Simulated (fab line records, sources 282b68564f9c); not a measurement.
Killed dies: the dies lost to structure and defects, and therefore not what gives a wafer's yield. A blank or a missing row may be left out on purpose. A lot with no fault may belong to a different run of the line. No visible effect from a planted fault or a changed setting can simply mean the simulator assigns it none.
Which tool is to blame? || flow rit cmos || 14 lots with 42 wafers sampled at 2 steps, on a route of 202 steps

WHAT EACH GAUGE READ, for each wafer
RIT_SDANNEAL_RS_MEAS_04: uses a four-point probe to measure. Usual: PSD_RS gives 115.9 ohm/sq (standard deviation 0.31).
{"lot": "L632", "measured": "day 3 12:19", "on": "film metro-03", "PSD_RS (ohm/sq)": "115.6 115.9 115.7", "flag": ""}
{"lot": "L633", "measured": "day 3 14:39", "on": "film metro-01", "PSD_RS (ohm/sq)": "116.0 115.8 116.2", "flag": ""}
{"lot": "L634", "measured": "day 3 16:46", "on": "film metro-01", "PSD_RS (ohm/sq)": "116.0 116.3 116.0", "flag": ""}
{"lot": "L635", "measured": "day 3 21:04", "on": "film metro-03", "PSD_RS (ohm/sq)": "116.1 115.9 116.1", "flag": ""}
{"lot": "L637", "measured": "day 4 10:48", "on": "film metro-01", "PSD_RS (ohm/sq)": "116.0 115.7 116.0", "flag": ""}
{"lot": "L638", "measured": "day 4 10:46", "on": "film metro-04", "PSD_RS (ohm/sq)": "116.3 115.8 116.4", "flag": ""}
{"lot": "L636", "measured": "day 4 10:53", "on": "film metro-03", "PSD_RS (ohm/sq)": "115.1 115.4 115.4", "flag": ""}
{"lot": "L640", "measured": "day 4 20:35", "on": "film metro-03", "PSD_RS (ohm/sq)": "115.6 116.0 115.9", "flag": ""}
{"lot": "L643", "measured": "day 5 10:41", "on": "film metro-03", "PSD_RS (ohm/sq)": "115.8 116.4 116.2", "flag": ""}
{"lot": "L644", "measured": "day 5 15:58", "on": "film metro-04", "PSD_RS (ohm/sq)": "116.0 116.0 115.4", "flag": ""}
{"lot": "L650", "measured": "day 7 04:58", "on": "film metro-04", "PSD_RS (ohm/sq)": "119.3 118.9 118.9", "flag": "OFF"}
{"lot": "L651", "measured": "day 7 12:06", "on": "film metro-01", "PSD_RS (ohm/sq)": "119.2 119.4 119.3", "flag": "OFF"}
{"lot": "L654", "measured": "day 8 07:41", "on": "film metro-04", "PSD_RS (ohm/sq)": "115.3 115.6 115.9", "flag": ""}
{"lot": "L655", "measured": "day 8 09:32", "on": "film metro-04", "PSD_RS (ohm/sq)": "115.7 115.9 116.0", "flag": ""}

WHAT TOOL EACH LOT RAN ON (gives the tool, then ch and the chambers of the sampled wafers, and finally the start)
{"lot": "L632", "RIT_PSD_IMPLANT_08": "implanter-02 ch 0, day 3 11:30"}
{"lot": "L633", "RIT_PSD_IMPLANT_08": "implanter-02 ch 0, day 3 13:40"}
{"lot": "L634", "RIT_PSD_IMPLANT_08": "implanter-03 ch 0, day 3 15:46"}
{"lot": "L635", "RIT_PSD_IMPLANT_08": "implanter-03 ch 0, day 3 20:14"}
{"lot": "L637", "RIT_PSD_IMPLANT_08": "implanter-02 ch 0, day 4 09:39"}
{"lot": "L638", "RIT_PSD_IMPLANT_08": "implanter-03 ch 0, day 4 09:56"}
{"lot": "L636", "RIT_PSD_IMPLANT_08": "implanter-01 ch 0, day 4 10:04"}
{"lot": "L640", "RIT_PSD_IMPLANT_08": "implanter-03 ch 0, day 4 19:46"}
{"lot": "L643", "RIT_PSD_IMPLANT_08": "implanter-03 ch 0, day 5 09:46"}
{"lot": "L644", "RIT_PSD_IMPLANT_08": "implanter-03 ch 0, day 5 15:09"}
{"lot": "L650", "RIT_PSD_IMPLANT_08": "implanter-03 ch 0, day 7 04:10"}
{"lot": "L651", "RIT_PSD_IMPLANT_08": "implanter-03 ch 0, day 7 11:06"}
{"lot": "L654", "RIT_PSD_IMPLANT_08": "implanter-02 ch 0, day 8 06:53"}
{"lot": "L655", "RIT_PSD_IMPLANT_08": "implanter-02 ch 0, day 8 08:43"}
- RIT_PSD_IMPLANT_08

AS READ BY THE TOOLS THEMSELVES (means over the sampled wafers that have a number; for cases with no such wafer, the mark the record gives instead)
RIT_PSD_IMPLANT_08. Usual: beam on s 13.7 s, standard deviation 0.3; faraday current uA 11242, standard deviation 240.
{"lot": "L632", "tool": "implanter-02", "beam on s (s)": 13.7, "faraday current uA": 11271, "flag": ""}
{"lot": "L633", "tool": "implanter-02", "beam on s (s)": 13.7, "faraday current uA": 11233, "flag": ""}
{"lot": "L634", "tool": "implanter-03", "beam on s (s)": 13.8, "faraday current uA": 11183, "flag": ""}
{"lot": "L635", "tool": "implanter-03", "beam on s (s)": 14.0, "faraday current uA": 10993, "flag": ""}
{"lot": "L637", "tool": "implanter-02", "beam on s (s)": 13.6, "faraday current uA": 11325, "flag": ""}
{"lot": "L638", "tool": "implanter-03", "beam on s (s)": 13.8, "faraday current uA": 11161, "flag": ""}
{"lot": "L636", "tool": "implanter-01", "beam on s (s)": 13.5, "faraday current uA": 11426, "flag": ""}
{"lot": "L640", "tool": "implanter-03", "beam on s (s)": 13.9, "faraday current uA": 11067, "flag": ""}
{"lot": "L643", "tool": "implanter-03", "beam on s (s)": 13.9, "faraday current uA": 11028, "flag": ""}
{"lot": "L644", "tool": "implanter-03", "beam on s (s)": 13.5, "faraday current uA": 11401, "flag": ""}
{"lot": "L650", "tool": "implanter-03", "beam on s (s)": 10.6, "faraday current uA": 14488, "flag": "OFF"}
{"lot": "L651", "tool": "implanter-03", "beam on s (s)": 10.5, "faraday current uA": 14661, "flag": "OFF"}
{"lot": "L654", "tool": "implanter-02", "beam on s (s)": 13.7, "faraday current uA": 11267, "flag": ""}
{"lot": "L655", "tool": "implanter-02", "beam on s (s)": 13.8, "faraday current uA": 11103, "flag": ""}

THE ANSWER, worked out from the rows above alone
Rule: a lot is off if the mean of its wafers that have a number lies more than 3 standard deviations from the usual mean. A lot without any number at a reading at which 4 lots or more have one is off too. The other lots that the step has rows for count as sound. After the gauges, taken in route order, come the tools' own readings; for these a lot's mean is taken, as printed above. The first step at which some lot is off is used, and at that step the reading that is off furthest; a lot without a number counts as furthest.
Off: at RIT_SDANNEAL_RS_MEAS_04 (PSD_RS), L650, L651.
A tool fits if, at a process step before that reading, it ran every lot that is off, and no sound lot after the first of them. Not tried: the gauges at RIT_SDANNEAL_RS_MEAS_04; whatever is off there is also off at RIT_PSD_IMPLANT_08, on other tools, and gauge error can't account for it. One fits: implanter-03 at RIT_PSD_IMPLANT_08. A fault onset in the window from L644 (day 5 15:09, its last sound lot) to L650 (day 7 04:10, its first lot off) fits.
The tool's own readings at RIT_PSD_IMPLANT_08 bear it out: on the lots that are off they differ by more than 5 times the standard deviation of the sound lots' means. beam on s reads 10.6 s there against 13.7 s on the sound lots; faraday current uA reads 14574 there against 11205 on the sound lots.

WHAT HAD BEEN PUT IN BY THE SIMULATOR
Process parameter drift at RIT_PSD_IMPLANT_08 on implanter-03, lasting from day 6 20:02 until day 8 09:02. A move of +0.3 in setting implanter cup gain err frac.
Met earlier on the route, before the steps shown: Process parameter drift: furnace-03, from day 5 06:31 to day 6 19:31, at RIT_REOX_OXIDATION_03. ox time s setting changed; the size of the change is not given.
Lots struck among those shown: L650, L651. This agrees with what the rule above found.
